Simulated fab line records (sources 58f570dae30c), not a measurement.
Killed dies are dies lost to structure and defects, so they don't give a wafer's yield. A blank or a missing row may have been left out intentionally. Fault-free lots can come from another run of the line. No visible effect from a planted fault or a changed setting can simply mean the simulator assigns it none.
Split-lot trial	flow berkeleyCmos170	23 wafers read across 5 lots, on a route 331 steps long

THE SPLIT ITSELF
At UCB170_PLDD_EXPOSE_03 (exposes mask PSELECT, target cd 1200 nm), the setting doseMj was moved away from the recipe's 30 on 5 of the 23 wafers read, by -5.4% to -3.4%. This setting was run at the recipe's value on the other wafers.

FROM THE SPLIT TO THE READING: what the file shows between them, 2 steps
- UCB170_PLDD_PEB_04
- UCB170_PLDD_DEVELOP_05: develop time 45 s

THE READING
cdNm (nm) at UCB170_PLDD_CD_MEAS_06, where the cd target is 1200 nm. Typical for fault-free wafers on this fab line: 1200.1 nm, with standard deviation 1.4 nm.

wafer	tool, chamber at the split	doseMj as run	against the recipe	cdNm, nm	against lot-mates on the recipe
L076.2	krfScanner-01, 0	30	recipe	1200.4	-
L076.3	krfScanner-01, 0	30	recipe	1200.3	-
L076.4	krfScanner-01, 0	30	recipe	1200.4	-
L076.5	krfScanner-01, 0	30	recipe	1198.7	-
L076.6	krfScanner-01, 0	30	recipe	1200.1	-
L078.1	krfScanner-01, 0	28.37	-5.4%	1189.5	-9.8
L078.2	krfScanner-01, 0	30	recipe	1198.3	-
L078.3	krfScanner-01, 0	30	recipe	1200.2	-
L078.4	krfScanner-01, 0	28.37	-5.4%	1190.9	-8.3
L078.6	krfScanner-01, 0	28.37	-5.4%	1188.5	-10.8
L079.3	krfScanner-02, 0	30	recipe	1202.5	-
L079.4	krfScanner-02, 0	30	recipe	1201.7	-
L079.5	krfScanner-02, 0	30	recipe	1199.6	-
L080.1	krfScanner-01, 0	30	recipe	1200.7	-
L080.2	krfScanner-01, 0	30	recipe	1201.4	-
L080.4	krfScanner-01, 0	30	recipe	1201.2	-
L080.5	krfScanner-01, 0	30	recipe	1199.8	-
L080.6	krfScanner-01, 0	30	recipe	1202.0	-
L084.2	krfScanner-02, 0	28.99	-3.4%	1195.4	-3.5
L084.3	krfScanner-02, 0	30	recipe	1198.2	-
L084.4	krfScanner-02, 0	30	recipe	1199.6	-
L084.5	krfScanner-02, 0	30	recipe	1198.8	-
L084.6	krfScanner-02, 0	28.99	-3.4%	1194.4	-4.5

FIT RESULTS
A straight line over all 23 wafers: cdNm changes by +1.88 nm for each +1% of doseMj; r = +0.95; the points scatter about the line by 1.2 nm.
The same after taking each lot's own level away (the mean of its wafers on the recipe; 23 wafers): +1.66 nm for each +1%; r = +0.96; scatter 1 nm.
Per that fit: largest doseMj move, reading shift of 9 nm.
Across the lots, their own levels run from 1198.87 to 1201.27 nm, a range of 1.7 times the standard deviation given above.
In other words, the slope is changed by the lot-to-lot level; the two fits disagree.
Check: -8.69 nm against its lot-mates is what the line predicts for one of the wafers moved furthest among these (-5.4%) when that wafer is left out of the fit. It came out at -9.75 nm against them.

THE FILE'S OWN FIT
cdNm changes by +1.61 nm for each +1% of doseMj, r = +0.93.
